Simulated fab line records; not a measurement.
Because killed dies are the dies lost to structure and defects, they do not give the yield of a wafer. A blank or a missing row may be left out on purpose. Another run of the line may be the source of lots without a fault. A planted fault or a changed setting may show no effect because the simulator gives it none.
A lot that was struck, set against a sound lot :: flow berkeley cmos170 :: 23 steps out of a route of 331
Sound: the wafers L606.1, L606.3, L606.6. Wafers struck: L610.1, L610.2, L610.4. The cause is named last.
Each step with rows lists, per side, the tool, then ch with its chambers, then its first start. Under that, the readings that differ: sound wafers :: struck wafers :: difference of the means :: sigmas: that difference in standard deviations of wafers without a fault.
alike: same words and numbers on both sides, and readings whose means sit less than 2 such deviations apart. not compared: any withheld reading, any reading some wafer has no value for, any bound like >300 that may hide the same value, and any number with overlapping values for which the record gives no deviation.
The two part at a step that has a row with sigmas, a row that says differs or no value, or rows on one side only. Numbers that don't overlap but have no deviation are shown without sigmas and don't part them. Lack of a reading on every wafer of one side parts them only where that side has two or more wafers.

UCB170_NWELL_ETCH_13: etches Si3N4 in CH3F/Ar/O2, stops on SiO2, target depth 246.4 nm, time 154 s.
  sound on rie diel-03 ch 0,3, day 4 15:37; struck on rie diel-04 ch 1,2,3, day 5 10:46
  alike: drypump motor current A, oes product au, throttle valve pct
  not compared: rf hours counter h
following that, these wafers have no rows for 1 step: UCB170_NWELL_IMPLANT_14.
UCB170_NWELL_STRIP_15: strips in O2.
  sound on plasma asher-03 ch 0,1, day 4 15:55; struck on plasma asher-03 ch 0,1, day 5 11:01
  alike: drypump motor current A, oes product au, strip time to endpoint s
  not compared: rf hours counter h
UCB170_NWELL_TW_MEAS_16:
  sound on film metro-01, day 4 16:01; struck on film metro-02, day 5 11:07
  alike: NWELL_TW
then, 6 steps without rows for these wafers: UCB170_NWELL_CLEAN_17 (cleans in SPM, time 600 s); UCB170_NWELL_WET_ETCH_18 (etches Si3N4 in H3PO4, time 14400 s); UCB170_NWELL_WET_ETCH_19 (etches SiO2 in BOE, time 22 s); UCB170_PWELL_CLEAN_00 (cleans in SPM, time 600 s); UCB170_PWELL_CLEAN_01 (cleans in dHF, time 60 s); UCB170_PWELL_OXIDATION_02 (target thk 26.4 nm, ox time 1260 s).
UCB170_PWELL_THK_MEAS_03:
  sound on film metro-03, day 5 01:38; struck on film metro-02, day 5 21:00
  alike: PWELL_OXIDE_THK
then, 1 step without rows for these wafers: UCB170_PWELL_ANNEAL_04 (time 900 s).
UCB170_PWELL_CVD_05: deposits Si3N4 from SiH2Cl2/NH3, target thk 220 nm, time 3300 s.
  sound on lpcvd-02 ch 1, day 5 05:34; struck on lpcvd-02 ch 1, day 6 02:59
  no value came back on the struck wafers for nh3 flow sccm (sccm), pressure mtorr (mTorr), spike tc load C (C); on the sound wafers nh3 flow sccm (sccm) reads 74.57 74.86 74.73
then, 6 steps without rows for these wafers: UCB170_PWELL_HMDS_07 (prime time 60 s); UCB170_PWELL_COAT_08 (resist thk 900 nm); UCB170_PWELL_SOFTBAKE_09 (time 60 s); UCB170_PWELL_EXPOSE_10 (exposes mask PWELL, target cd 3000 nm); UCB170_PWELL_PEB_11; UCB170_PWELL_DEVELOP_12 (develop time 45 s).
UCB170_PWELL_OVL_MEAS_13:
  sound on overlay-01, day 5 08:43; struck on overlay-02, day 6 07:27
  alike: PWELL_OVL
UCB170_PWELL_ETCH_14: etches Si3N4 in CH3F/Ar/O2, stops on SiO2, target depth 242 nm, time 151 s.
  sound on rie diel-02 ch 0,1,2, day 5 08:45; struck on rie diel-03 ch 0,2,3, day 6 07:29
reading: model.etch.depth nm (nm)
sound: 219.8 218.9 218.1
struck: 220 220 220
difference: +1
sigmas: 
  alike: drypump motor current A, oes product au, throttle valve pct
  not compared: rf hours counter h
following that, these wafers have no rows for 1 step: UCB170_PWELL_IMPLANT_15.
-- the record jumps here: 5 days lie between the struck wafers' starts before and after (it left off in module PWELL and takes up again in module M3, whose first step shown is number 331 of the route) --
UCB170_M3_PROBE_99:
  only the struck wafers here have rows in the record (prober-02, day 11 09:35); the sound ones have none

## WHERE THEY PART
First at UCB170_PWELL_CVD_05; last, within this record, at UCB170_M3_PROBE_99.

WHY: what the simulator had put in
Skipped step whole: lpcvd-02, from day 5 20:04 on, at UCB170_PWELL_CVD_05. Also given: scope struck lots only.
